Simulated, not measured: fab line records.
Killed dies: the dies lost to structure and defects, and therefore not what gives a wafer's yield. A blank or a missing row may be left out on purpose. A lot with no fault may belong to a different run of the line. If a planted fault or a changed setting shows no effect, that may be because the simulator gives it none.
Split-lot study :: flow rit cmos :: 23 wafers read across 5 lots, on a route 202 steps long

## ON THE SPLIT
At RIT_SILICIDE_SPUTTER_01 (material Ti, target thk 30 nm, time 240 s), the setting time s was moved away from the recipe's 240 s on 7 of the 23 wafers read, by -8.1% to +12.9%. For the rest of the wafers, this setting stayed at what the recipe calls for.

## SPLIT TO READING: what lies between them in the file, 1 step
- RIT_SILICIDE_RS_MEAS_02: measures by four-point-probe

## THE READING
SILICIDE_TI_THK, in nm, at RIT_SILICIDE_THK_MEAS_03 (measures by xrf). On this fab line, fault-free wafers typically give 30.1 nm with a standard deviation of 0.42 nm.

wafer: L074.2
tool, chamber at the split: pvd sputter-02, -
time s as run, s: 240
against the recipe: recipe
SILICIDE_TI_THK, nm: 29.8
against lot-mates on the recipe: -

wafer: L074.3
tool, chamber at the split: pvd sputter-02, -
time s as run, s: 240
against the recipe: recipe
SILICIDE_TI_THK, nm: 30.5
against lot-mates on the recipe: -

wafer: L074.4
tool, chamber at the split: pvd sputter-02, -
time s as run, s: 240
against the recipe: recipe
SILICIDE_TI_THK, nm: 30.0
against lot-mates on the recipe: -

wafer: L074.5
tool, chamber at the split: pvd sputter-02, -
time s as run, s: 240
against the recipe: recipe
SILICIDE_TI_THK, nm: 29.9
against lot-mates on the recipe: -

wafer: L074.6
tool, chamber at the split: pvd sputter-02, -
time s as run, s: 240
against the recipe: recipe
SILICIDE_TI_THK, nm: 30.7
against lot-mates on the recipe: -

wafer: L075.1
tool, chamber at the split: pvd sputter-04, -
time s as run, s: 240
against the recipe: recipe
SILICIDE_TI_THK, nm: 30.4
against lot-mates on the recipe: -

wafer: L075.5
tool, chamber at the split: pvd sputter-04, -
time s as run, s: 240
against the recipe: recipe
SILICIDE_TI_THK, nm: 30.5
against lot-mates on the recipe: -

wafer: L075.6
tool, chamber at the split: pvd sputter-04, -
time s as run, s: 240
against the recipe: recipe
SILICIDE_TI_THK, nm: 30.6
against lot-mates on the recipe: -

wafer: L077.1
tool, chamber at the split: pvd sputter-04, -
time s as run, s: 261.1
against the recipe: +8.8%
SILICIDE_TI_THK, nm: 32.2
against lot-mates on the recipe: +2.2

wafer: L077.3
tool, chamber at the split: pvd sputter-04, -
time s as run, s: 261.1
against the recipe: +8.8%
SILICIDE_TI_THK, nm: 32.3
against lot-mates on the recipe: +2.2

wafer: L077.4
tool, chamber at the split: pvd sputter-04, -
time s as run, s: 240
against the recipe: recipe
SILICIDE_TI_THK, nm: 30.1
against lot-mates on the recipe: -

wafer: L077.5
tool, chamber at the split: pvd sputter-04, -
time s as run, s: 261.1
against the recipe: +8.8%
SILICIDE_TI_THK, nm: 32.4
against lot-mates on the recipe: +2.3

wafer: L077.6
tool, chamber at the split: pvd sputter-04, -
time s as run, s: 240
against the recipe: recipe
SILICIDE_TI_THK, nm: 30.0
against lot-mates on the recipe: -

wafer: L080.1
tool, chamber at the split: pvd sputter-02, -
time s as run, s: 240
against the recipe: recipe
SILICIDE_TI_THK, nm: 30.7
against lot-mates on the recipe: -

wafer: L080.2
tool, chamber at the split: pvd sputter-02, -
time s as run, s: 220.5
against the recipe: -8.1%
SILICIDE_TI_THK, nm: 27.5
against lot-mates on the recipe: -2.9

wafer: L080.4
tool, chamber at the split: pvd sputter-02, -
time s as run, s: 240
against the recipe: recipe
SILICIDE_TI_THK, nm: 29.7
against lot-mates on the recipe: -

wafer: L080.5
tool, chamber at the split: pvd sputter-02, -
time s as run, s: 220.5
against the recipe: -8.1%
SILICIDE_TI_THK, nm: 27.7
against lot-mates on the recipe: -2.7

wafer: L080.6
tool, chamber at the split: pvd sputter-02, -
time s as run, s: 240
against the recipe: recipe
SILICIDE_TI_THK, nm: 30.8
against lot-mates on the recipe: -

wafer: L085.2
tool, chamber at the split: pvd sputter-03, -
time s as run, s: 271
against the recipe: +12.9%
SILICIDE_TI_THK, nm: 34.6
against lot-mates on the recipe: +4.0

wafer: L085.3
tool, chamber at the split: pvd sputter-03, -
time s as run, s: 240
against the recipe: recipe
SILICIDE_TI_THK, nm: 30.6
against lot-mates on the recipe: -

wafer: L085.4
tool, chamber at the split: pvd sputter-03, -
time s as run, s: 240
against the recipe: recipe
SILICIDE_TI_THK, nm: 30.6
against lot-mates on the recipe: -

wafer: L085.5
tool, chamber at the split: pvd sputter-03, -
time s as run, s: 240
against the recipe: recipe
SILICIDE_TI_THK, nm: 30.5
against lot-mates on the recipe: -

wafer: L085.6
tool, chamber at the split: pvd sputter-03, -
time s as run, s: 271
against the recipe: +12.9%
SILICIDE_TI_THK, nm: 34.3
against lot-mates on the recipe: +3.7

FIT RESULTS
A straight line over all 23 wafers: SILICIDE_TI_THK changes by +0.295 nm for each +1% of time s; r = +0.97; the points scatter about the line by 0.41 nm.
The same after taking each lot's own level away (the mean of its wafers on the recipe; 23 wafers): +0.298 nm for each +1%; r = +0.98; scatter 0.31 nm.
Per that fit: largest time s move, reading shift of 3.9 nm.
From 30.05 to 30.57 nm: that is the span of the lots' own levels, equal to 1.2 times the standard deviation above.
The two slopes agree, so the slope changes little with the lot-to-lot level.
Check: for one of the wafers moved furthest among these (+12.9%), held out of the fit, the line's prediction against its lot-mates is +3.69 nm. Against them it came out at +4.03 nm.

## OTHER SPLITS ON THESE WAFERS
These wafers also went through other splits before the reading. Each is held against what the fit with the lots' levels taken away leaves over:
other split on the same wafers: RIT_NLDD_IMPLANT_08 energy kev
wafers away from the commonest value: 10
r with SILICIDE_TI_THK (lot level and that fit taken away): -0.05

other split on the same wafers: RIT_PLDD_COAT_01 resist thk nm
wafers away from the commonest value: 8
r with SILICIDE_TI_THK (lot level and that fit taken away): -0.24

other split on the same wafers: RIT_NSD_IMPLANT_08 energy kev
wafers away from the commonest value: 7
r with SILICIDE_TI_THK (lot level and that fit taken away): +0.01

other split on the same wafers: RIT_PSD_IMPLANT_08 energy kev
wafers away from the commonest value: 8
r with SILICIDE_TI_THK (lot level and that fit taken away): -0.08

## THE WHOLE CHAIN: every reading that the file lists as answering this split, in the file's order
step: RIT_SILICIDE_SPUTTER_01
what it does: material Ti, target thk 30 nm, time 240 s
reading: Ti_of_SILICIDE_SPUTTER_01.thk nm (the simulator's own value, which no gauge read)
change (the file's fit): +0.294 nm for each +1% of the setting
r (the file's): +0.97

step: RIT_SILICIDE_RS_MEAS_02
what it does: measures by four-point-probe
reading: SILICIDE_TI_RS
change (the file's fit): -0.534 for each +1% of the setting
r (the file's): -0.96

step: RIT_SILICIDE_THK_MEAS_03
what it does: measures by xrf
reading: SILICIDE_TI_THK
change (the file's fit): +0.299 for each +1% of the setting
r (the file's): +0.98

## FILE'S OWN FIT
SILICIDE_TI_THK changes by +0.299 nm for each +1% of time s, r = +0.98.
